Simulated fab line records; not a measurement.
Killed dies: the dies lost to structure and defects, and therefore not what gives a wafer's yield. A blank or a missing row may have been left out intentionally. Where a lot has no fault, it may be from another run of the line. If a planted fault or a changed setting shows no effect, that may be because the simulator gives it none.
Struck lot and sound lot, side by side || flow rit_cmos || 15 steps out of a route of 202
Sound: wafers L204.2, L204.4, L204.6. Wafers L210.3, L210.4, L210.6 were the ones struck. The cause is named last.
Per side, at each step with rows, come the tool, then ch with its chambers, and then its first start. Under that, the readings that differ: sound wafers || struck wafers || difference of the means || sigmas: that difference in standard deviations of wafers without a fault.
alike: words and numbers the same on both sides, and readings whose means are apart by under 2 such deviations; not compared: readings that were withheld, readings missing a value for some wafer, numbers with overlapping values and no deviation given by the record, and bounds like >300 which may hide the same value.
A row with sigmas, a row that says differs or no value, or rows on one side alone: a step with any of these is where the two part. Non-overlapping numbers with no deviation appear without sigmas and do not part them. Lack of a reading on every wafer of one side parts them only where that side has two or more wafers.

first, 2 steps without rows for these wafers: RIT_NRETRO_PEB_04; RIT_NRETRO_DEVELOP_05 (develop time 68 s).
RIT_NRETRO_OVL_MEAS_06:
  struck on overlay-02, day 5 05:02; sound on overlay-02, day 3 21:20
  alike: NRETRO_OVL
then, 2 steps without rows for these wafers: RIT_NRETRO_HARDBAKE_07 (time 120 s); RIT_NRETRO_IMPLANT_08.
RIT_NRETRO_STRIP_09: strips in O2, time 180 s.
  sound on plasma_asher-04 ch 0,1, day 3 21:46; struck on plasma_asher-03 ch 0,1, day 5 05:31
{"reading": "drypump_motor_current_A (A)", "sound": "5.0 5.0 5.0", "struck": "5.8 6.2 6.1", "difference": "+1.0", "sigmas": "+3"}
  not compared: rf_hours_counter_h
RIT_NRETRO_TW_MEAS_10:
  struck on film_metro-01, day 5 05:40; sound on film_metro-01, day 3 21:57
  alike: NRETRO_TW
then, 5 steps without rows for these wafers: RIT_PRETRO_HMDS_00 (prime time 60 s); RIT_PRETRO_COAT_01 (resist thk 1300 nm); RIT_PRETRO_SOFTBAKE_02 (time 60 s); RIT_PRETRO_EXPOSE_03 (exposes mask M5, target cd 43700 nm); RIT_PRETRO_PEB_04.
RIT_PRETRO_DEVELOP_05: develop time 68 s.
  sound on litho_track-03 ch 0, day 3 22:00; struck on litho_track-02 ch 0, day 5 06:00
{"reading": "developer_temp_C (C)", "sound": "23.00 22.97 23.03", "struck": "23.86 23.90 23.87", "difference": "+0.88", "sigmas": "+9"}
RIT_PRETRO_OVL_MEAS_06:
  struck on overlay-02, day 5 06:43; sound on overlay-02, day 3 23:01
  alike: PRETRO_OVL
RIT_M1_PROBE_99:
  struck on prober-01, day 6 15:37; sound on prober-01, day 5 04:14
{"reading": "killed_at_front_end", "sound": "5 6 7", "struck": "9 9 17", "difference": "+6", "sigmas": "+2"}
  alike: killed_at_contacts, killed_dies, killed_open, killed_short

## WHERE THEY PART
Last at RIT_M1_PROBE_99 as far as this record goes, first at RIT_NRETRO_STRIP_09.

WHY: the cause the simulator had injected
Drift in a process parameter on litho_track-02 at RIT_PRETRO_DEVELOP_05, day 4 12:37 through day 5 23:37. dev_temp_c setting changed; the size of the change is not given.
